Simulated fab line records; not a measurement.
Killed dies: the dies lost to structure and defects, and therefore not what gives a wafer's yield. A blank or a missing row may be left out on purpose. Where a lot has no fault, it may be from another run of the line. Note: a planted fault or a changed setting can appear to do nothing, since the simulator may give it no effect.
Comparing a struck lot with a sound one :: flow berkeleyCmos170 :: 16 steps out of a route of 331
Sound: the wafers L133.3, L133.5, L133.6. Struck: wafers L140.2, L140.4, L140.6. The cause is given at the end.
For every step that has rows: the tool of each side, followed by ch and its chambers, followed by its first start. Under that, the readings that differ: sound wafers :: struck wafers :: difference of the means :: sigmas: that difference in standard deviations of wafers without a fault.
alike: a reading whose means differ by less than 2 such deviations, as well as words and numbers matching on both sides. not compared: withheld readings; readings where some wafer has no value; bounds like >300 that might hide an equal value; numbers whose values overlap and for which the record gives no deviation.
The two part at a step that has a row with sigmas, a row that says differs or no value, or rows on one side only. Numbers that don't overlap but have no deviation are shown without sigmas and don't part them. Lack of a reading on every wafer of one side parts them only where that side has two or more wafers.

first, 1 step without rows for these wafers: UCB170_PFIELD_IMPLANT_07.
UCB170_PFIELD_STRIP_08: strips in O2.
  sound on plasmaAsher-02 ch 0,1, day 5 10:05; struck on plasmaAsher-03 ch 0,1, day 7 07:18
  alike: drypumpMotorCurrentA, oesProductAu, stripTimeToEndpointS
  not compared: rfHoursCounterH
UCB170_PFIELD_TW_MEAS_09:
  struck on filmMetro-02, day 7 07:25; sound on filmMetro-02, day 5 10:10
  alike: PFIELD_TW
then, 2 steps without rows for these wafers: UCB170_FIELD_CLEAN_00 (cleans in dHF, time 7.5 s); UCB170_FIELD_OXIDATION_01 (target thk 558.3 nm, ox time 7200 s).
UCB170_FIELD_THK_MEAS_02:
  struck on filmMetro-01, day 7 13:00; sound on filmMetro-04, day 5 15:51
  alike: FIELD_OXIDE_THK
then, 4 steps without rows for these wafers: UCB170_FIELD_ANNEAL_03 (time 1200 s); UCB170_FIELD_WET_ETCH_04 (etches SiO2 in dHF, time 60 s); UCB170_FIELD_WET_ETCH_05 (etches Si3N4 in H3PO4, time 12600 s); UCB170_FIELD_WET_ETCH_06 (etches SiO2 in BOE, time 22 s).
UCB170_FIELD_THK_MEAS_90:
  struck on filmMetro-01, day 7 19:08; sound on filmMetro-04, day 6 03:43
  alike: FIELD_OXIDE_LEFT_1_THK
then, 1 step without rows for these wafers: UCB170_SACOX_CLEAN_00 (cleans in dHF, time 7.5 s).
UCB170_SACOX_OXIDATION_01: target thk 14.4 nm, ox time 2400 s.
  sound on furnace-03 ch 0, day 6 05:32; struck on furnace-04 ch 0, day 8 01:02
  alike: oxTempCMax
UCB170_SACOX_THK_MEAS_02:
  struck on filmMetro-01, day 8 02:56; sound on filmMetro-02, day 6 07:13
reading: SACOX_OXIDE_THK (nm)
sound: 14.42 14.25 14.41
struck: 22.43 22.45 22.51
difference: +8.10
sigmas: +34
then, 1 step without rows for these wafers: UCB170_SCREENOX_WET_ETCH_00 (etches SiO2 in dHF, time 200 s).
-- the record jumps here: 2 days lie between the struck wafers' starts before and after (it left off in module SCREENOX and takes up again in module M3, whose first step shown is number 331 of the route) --
UCB170_M3_PROBE_99:
  rows exist in the record for the struck wafers here (prober-01, day 10 13:46), but not for the sound ones

WHERE THEY PART
Earliest at UCB170_SACOX_THK_MEAS_02; latest, in this record, at UCB170_M3_PROBE_99.

WHY: whatever the simulator had introduced
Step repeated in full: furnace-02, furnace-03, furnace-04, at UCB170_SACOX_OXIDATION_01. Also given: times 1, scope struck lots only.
